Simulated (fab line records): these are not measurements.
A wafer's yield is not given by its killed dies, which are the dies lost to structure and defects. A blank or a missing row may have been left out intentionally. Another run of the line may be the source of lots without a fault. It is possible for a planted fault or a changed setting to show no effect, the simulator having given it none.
The tool behind it: which one?	flow berkeleyCmos170	Sampling: 12 lots, 36 wafers, 4 of 331 route steps

== WHAT EACH GAUGE READ, for each wafer ==
UCB170_V1_BOW_MEAS_03. Usual: V1_BOW typically reads 19 um, with standard deviation 6.1.
lot	measured	on	V1_BOW (um)	flag
L714	day 9 06:24	filmMetro-02	27 20 20	
L719	day 10 08:04	filmMetro-03	20 22 19	
L723	day 10 21:19	filmMetro-03	7 22 17	
L724	day 11 00:43	filmMetro-03	15 12 26	
L728	day 11 23:38	filmMetro-03	15 13 6	
L729	day 12 01:25	filmMetro-02	27 7 22	
L730	day 12 04:05	filmMetro-03	12 18 21	
L732	day 12 14:08	filmMetro-02	17 7 21	
L733	day 12 15:29	filmMetro-01	14 29 15	
L734	day 13 03:13	filmMetro-03	27 20 16	
L737	day 13 10:10	filmMetro-02	18 16 19	
L736	day 13 12:56	filmMetro-02	10 23 29	

UCB170_V2_CD_MEAS_90: target cd 700 nm. Usual: 699.2 nm for cdNm, sd 1.5.
lot	measured	on	cdNm (nm)	flag
L714	day 9 13:46	cdSem-02	701.6 700.4 699.3	
L719	day 10 16:38	cdSem-02	702.7 702.6 701.0	
L723	day 11 07:15	cdSem-02	696.8 699.7 700.1	
L724	day 11 10:33	cdSem-02	696.8 698.1 697.7	
L728	day 12 07:14	cdSem-01	699.9 699.6 698.5	
L729	day 12 08:40	cdSem-02	698.5 700.4 701.1	
L730	day 12 13:32	cdSem-01	700.2 700.8 699.6	
L732	day 12 22:35	cdSem-01	700.2 700.0 701.5	
L733	day 12 23:59	cdSem-01	700.8 698.0 697.8	
L734	day 13 10:28	cdSem-01	696.5 695.7 697.1	
L737	day 13 19:35	cdSem-02	699.2 699.7 698.5	
L736	day 13 23:34	cdSem-01	699.9 700.1 700.0	

== TOOL THAT RAN EACH LOT (tool first, then ch and the chambers of the sampled wafers, then the start) ==
lot	UCB170_NSD_STRIP_09	UCB170_M2_STRIP_07
L714	plasmaAsher-01 ch 0,1, day 8 16:41	plasmaAsher-04 ch 0,1, day 9 09:17
L719	plasmaAsher-02 ch 0, day 9 15:20	plasmaAsher-04 ch 0,1, day 10 12:02
L723	plasmaAsher-02 ch 0,1, day 10 09:00	plasmaAsher-04 ch 0,1, day 11 00:25
L724	plasmaAsher-02 ch 0,1, day 10 09:33	plasmaAsher-03 ch 0,1, day 11 04:16
L728	plasmaAsher-04 ch 0,1, day 11 12:19	plasmaAsher-01 ch 0,1, day 12 02:32
L729	plasmaAsher-04 ch 0,1, day 11 13:05	plasmaAsher-04 ch 0,1, day 12 03:55
L730	plasmaAsher-04 ch 0,1, day 11 13:25	plasmaAsher-04 ch 0,1, day 12 06:49
L732	plasmaAsher-04 ch 0,1, day 11 23:04	plasmaAsher-03 ch 0,1, day 12 17:08
L733	plasmaAsher-04 ch 0,1, day 11 23:21	plasmaAsher-04 ch 0,1, day 12 18:02
L734	plasmaAsher-04 ch 0,1, day 12 14:04	plasmaAsher-01 ch 0,1, day 13 05:53
L737	plasmaAsher-04 ch 0,1, day 12 22:41	plasmaAsher-04 ch 0,1, day 13 13:10
L736	plasmaAsher-04 ch 0,1, day 12 23:35	plasmaAsher-04 ch 0,1, day 13 17:17
- UCB170_NSD_STRIP_09: strips in O2.
- UCB170_M2_STRIP_07: strips in O2.

== AS READ BY THE TOOLS THEMSELVES (means over the sampled wafers that have a number; for cases with no such wafer, the mark the record gives instead) ==
UCB170_NSD_STRIP_09. Usual: drypumpMotorCurrentA 5.5 A, standard deviation 0.49; oesProductAu 0.533 a.u., standard deviation 0.005; stripTimeToEndpointS 35.81 s, standard deviation 0.081.
lot	tool	drypumpMotorCurrentA (A)	oesProductAu (a.u.)	stripTimeToEndpointS (s)	flag
L714	plasmaAsher-01	5.2	0.532	35.84	
L719	plasmaAsher-02	4.8	0.532	35.87	
L723	plasmaAsher-02	5.1	0.534	35.88	
L724	plasmaAsher-02	5.4	0.529	35.74	
L728	plasmaAsher-04	5.6	0.533	35.78	
L729	plasmaAsher-04	5.6	0.533	35.74	
L730	plasmaAsher-04	5.9	0.534	35.76	
L732	plasmaAsher-04	5.6	0.534	35.79	
L733	plasmaAsher-04	5.9	0.531	35.83	
L734	plasmaAsher-04	5.9	0.537	35.65	
L737	plasmaAsher-04	5.9	0.533	35.85	
L736	plasmaAsher-04	5.6	0.534	35.73	

UCB170_M2_STRIP_07. Usual: drypumpMotorCurrentA 5.6 A, standard deviation 0.51; oesProductAu 0.735 a.u., standard deviation 0.0043; stripTimeToEndpointS 21.95 s, standard deviation 0.07.
lot	tool	drypumpMotorCurrentA (A)	oesProductAu (a.u.)	stripTimeToEndpointS (s)	flag
L714	plasmaAsher-04	5.9	0.737	21.90	
L719	plasmaAsher-04	5.6	0.737	22.09	
L723	plasmaAsher-04	5.6	0.738	21.99	
L724	plasmaAsher-03	5.6	0.735	22.01	
L728	plasmaAsher-01	5.2	0.732	21.95	
L729	plasmaAsher-04	5.6	0.732	21.89	
L730	plasmaAsher-04	5.6	0.733	21.94	
L732	plasmaAsher-03	6.0	0.735	21.95	
L733	plasmaAsher-04	5.6	0.735	21.93	
L734	plasmaAsher-01	5.1	0.734	21.94	
L737	plasmaAsher-04	5.6	0.732	21.97	
L736	plasmaAsher-04	5.6	0.735	22.01	

== THE ANSWER, worked out from the rows above alone ==
Rule: a lot is off if the mean of its wafers that have a number lies more than 3 standard deviations from the usual mean. A lot without any number at a reading at which 4 lots or more have one is off too. Any other lot the step has rows for is counted as sound. Order of review: gauges by route order, followed by the tools' own readings, for which a lot's mean as printed above is used. At the first step where some lot is off, the reading lying furthest off is the one used; lots without a number count as furthest.
Across all readings shown, no lot is off: no conclusion can be drawn from this.

== WHAT THE SIMULATOR PUT IN ==
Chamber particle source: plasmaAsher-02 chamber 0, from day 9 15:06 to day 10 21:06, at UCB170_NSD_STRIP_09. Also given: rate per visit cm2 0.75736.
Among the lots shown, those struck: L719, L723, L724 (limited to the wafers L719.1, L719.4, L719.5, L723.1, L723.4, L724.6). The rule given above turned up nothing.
